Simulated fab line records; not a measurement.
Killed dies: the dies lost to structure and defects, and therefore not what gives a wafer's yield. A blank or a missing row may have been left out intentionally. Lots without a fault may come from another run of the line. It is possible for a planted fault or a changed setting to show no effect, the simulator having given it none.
What tool caused it? / flow berkeley_cmos170 / 14 lots, 42 wafers sampled, at 3 steps of a route of 331

WHAT THE GAUGES READ, wafer by wafer
UCB170_NWELL_THK_MEAS_02. Usual: NWELL_OXIDE_THK 26.4 nm, standard deviation 0.63.
lot=L245; measured=day 2 01:51; on=film_metro-02; NWELL_OXIDE_THK (nm)=26.3 25.9 25.9; flag=
lot=L246; measured=day 2 13:16; on=film_metro-02; NWELL_OXIDE_THK (nm)=25.5 25.9 25.8; flag=
lot=L247; measured=day 2 18:17; on=film_metro-01; NWELL_OXIDE_THK (nm)=27.6 27.5 26.9; flag=
lot=L250; measured=day 3 14:26; on=film_metro-01; NWELL_OXIDE_THK (nm)=26.8 26.8 26.8; flag=
lot=L254; measured=day 4 06:06; on=film_metro-01; NWELL_OXIDE_THK (nm)=26.8 26.7 26.6; flag=
lot=L255; measured=day 4 10:29; on=film_metro-02; NWELL_OXIDE_THK (nm)=27.0 27.0 26.9; flag=
lot=L256; measured=day 4 20:50; on=film_metro-02; NWELL_OXIDE_THK (nm)=26.1 25.9 26.3; flag=
lot=L257; measured=day 4 20:50; on=film_metro-01; NWELL_OXIDE_THK (nm)=26.5 26.3 26.7; flag=
lot=L261; measured=day 5 18:24; on=film_metro-01; NWELL_OXIDE_THK (nm)=26.1 26.4 26.7; flag=
lot=L263; measured=day 6 01:24; on=film_metro-01; NWELL_OXIDE_THK (nm)=26.8 26.9 27.2; flag=
lot=L262; measured=day 6 01:25; on=film_metro-02; NWELL_OXIDE_THK (nm)=27.0 26.9 27.1; flag=
lot=L264; measured=day 6 07:14; on=film_metro-04; NWELL_OXIDE_THK (nm)=26.3 26.5 26.2; flag=
lot=L265; measured=day 6 11:28; on=film_metro-02; NWELL_OXIDE_THK (nm)=25.7 26.1 26.0; flag=
lot=L267; measured=day 6 19:24; on=film_metro-04; NWELL_OXIDE_THK (nm)=27.4 27.6 27.1; flag=

UCB170_NWELL_TW_MEAS_16. Usual: NWELL_TW 1252, standard deviation 12.
lot=L245; measured=day 2 10:42; on=film_metro-01; NWELL_TW=1272 1270 1271; flag=
lot=L246; measured=day 2 20:49; on=film_metro-01; NWELL_TW=1278 1276 1264; flag=
lot=L247; measured=day 3 03:54; on=film_metro-01; NWELL_TW=1261 1256 1260; flag=
lot=L250; measured=day 3 21:11; on=film_metro-01; NWELL_TW=1263 1260 1262; flag=
lot=L254; measured=day 4 15:23; on=film_metro-01; NWELL_TW=1257 1258 1261; flag=
lot=L255; measured=day 4 20:08; on=film_metro-01; NWELL_TW=1267 1261 1265; flag=
lot=L256; measured=day 5 08:23; on=film_metro-01; NWELL_TW=1270 1261 1271; flag=
lot=L257; measured=day 5 08:29; on=film_metro-02; NWELL_TW=1248 1250 1245; flag=
lot=L261; measured=day 6 03:25; on=film_metro-02; NWELL_TW=1240 1243 1238; flag=
lot=L263; measured=day 6 10:32; on=film_metro-02; NWELL_TW=1236 1235 1239; flag=
lot=L262; measured=day 6 11:23; on=film_metro-04; NWELL_TW=1238 1242 1239; flag=
lot=L264; measured=day 6 15:13; on=film_metro-04; NWELL_TW=1241 1243 1238; flag=
lot=L265; measured=day 6 18:20; on=film_metro-04; NWELL_TW=1239 1242 1241; flag=
lot=L267; measured=day 7 03:41; on=film_metro-04; NWELL_TW=1251 1235 1241; flag=

WHICH TOOL RAN EACH LOT (tool, then ch and the chambers of the sampled wafers, then the start)
lot=L245; UCB170_ZERO_ETCH_06=rie_diel-02 ch 1,2,3, day 1 20:33
lot=L246; UCB170_ZERO_ETCH_06=rie_diel-02 ch 2,3, day 2 09:08
lot=L247; UCB170_ZERO_ETCH_06=rie_diel-02 ch 1,2,3, day 2 12:20
lot=L250; UCB170_ZERO_ETCH_06=rie_diel-04 ch 0,2,3, day 3 04:30
lot=L254; UCB170_ZERO_ETCH_06=rie_diel-04 ch 0,2,3, day 3 23:57
lot=L255; UCB170_ZERO_ETCH_06=rie_diel-04 ch 1,2,3, day 4 04:40
lot=L256; UCB170_ZERO_ETCH_06=rie_diel-04 ch 1,2,3, day 4 12:41
lot=L257; UCB170_ZERO_ETCH_06=rie_diel-03 ch 0,1,2, day 4 12:58
lot=L261; UCB170_ZERO_ETCH_06=rie_diel-03 ch 1,2, day 5 13:32
lot=L263; UCB170_ZERO_ETCH_06=rie_diel-03 ch 1,2, day 5 22:11
lot=L262; UCB170_ZERO_ETCH_06=rie_diel-02 ch 1,2,3, day 5 23:37
lot=L264; UCB170_ZERO_ETCH_06=rie_diel-03 ch 2,3, day 6 01:48
lot=L265; UCB170_ZERO_ETCH_06=rie_diel-03 ch 2,3, day 6 03:50
lot=L267; UCB170_ZERO_ETCH_06=rie_diel-02 ch 2,3, day 6 15:05
- UCB170_ZERO_ETCH_06: etches SiO2 in CHF3/CF4/Ar, time 12 s.

AS READ BY THE TOOLS THEMSELVES (means over the sampled wafers that have a number; for cases with no such wafer, the mark the record gives instead)
UCB170_ZERO_ETCH_06. Usual: drypump_motor_current_A 5.7 A, standard deviation 0.56; oes_product_au 0.618 a.u., standard deviation 0.0086; throttle_valve_pct 9.20 %, standard deviation 0.14.
lot=L245; tool=rie_diel-02; drypump_motor_current_A (A)=5.7; oes_product_au (a.u.)=0.614; throttle_valve_pct (%)=9.23; flag=
lot=L246; tool=rie_diel-02; drypump_motor_current_A (A)=5.8; oes_product_au (a.u.)=0.610; throttle_valve_pct (%)=9.28; flag=
lot=L247; tool=rie_diel-02; drypump_motor_current_A (A)=5.7; oes_product_au (a.u.)=0.619; throttle_valve_pct (%)=9.22; flag=
lot=L250; tool=rie_diel-04; drypump_motor_current_A (A)=6.0; oes_product_au (a.u.)=0.616; throttle_valve_pct (%)=9.21; flag=
lot=L254; tool=rie_diel-04; drypump_motor_current_A (A)=6.0; oes_product_au (a.u.)=0.613; throttle_valve_pct (%)=9.22; flag=
lot=L255; tool=rie_diel-04; drypump_motor_current_A (A)=5.3; oes_product_au (a.u.)=0.613; throttle_valve_pct (%)=9.18; flag=
lot=L256; tool=rie_diel-04; drypump_motor_current_A (A)=5.4; oes_product_au (a.u.)=0.612; throttle_valve_pct (%)=9.18; flag=
lot=L257; tool=rie_diel-03; drypump_motor_current_A (A)=6.2; oes_product_au (a.u.)=0.620; throttle_valve_pct (%)=9.23; flag=
lot=L261; tool=rie_diel-03; drypump_motor_current_A (A)=6.4; oes_product_au (a.u.)=0.625; throttle_valve_pct (%)=9.11; flag=
lot=L263; tool=rie_diel-03; drypump_motor_current_A (A)=6.1; oes_product_au (a.u.)=0.626; throttle_valve_pct (%)=9.16; flag=
lot=L262; tool=rie_diel-02; drypump_motor_current_A (A)=5.7; oes_product_au (a.u.)=0.623; throttle_valve_pct (%)=9.23; flag=
lot=L264; tool=rie_diel-03; drypump_motor_current_A (A)=5.7; oes_product_au (a.u.)=0.617; throttle_valve_pct (%)=9.18; flag=
lot=L265; tool=rie_diel-03; drypump_motor_current_A (A)=5.5; oes_product_au (a.u.)=0.620; throttle_valve_pct (%)=9.13; flag=
lot=L267; tool=rie_diel-02; drypump_motor_current_A (A)=5.7; oes_product_au (a.u.)=0.612; throttle_valve_pct (%)=9.15; flag=

THE ANSWER, worked out from the rows above alone
Rule: lot off if the mean of its wafers having a number is beyond 3 standard deviations from the usual mean. A lot without any number at a reading at which 4 lots or more have one is off too. All remaining lots with rows at the step are treated as sound. The gauges are gone through in route order, then the tools' own readings, and for those a lot's mean is taken as printed above. The first step at which some lot is off is used, and at that step the reading that is off furthest; a lot without a number counts as furthest.
No lot is off on any of the readings shown, so nothing can be concluded from this.

WHAT WAS PUT IN BY THE SIMULATOR
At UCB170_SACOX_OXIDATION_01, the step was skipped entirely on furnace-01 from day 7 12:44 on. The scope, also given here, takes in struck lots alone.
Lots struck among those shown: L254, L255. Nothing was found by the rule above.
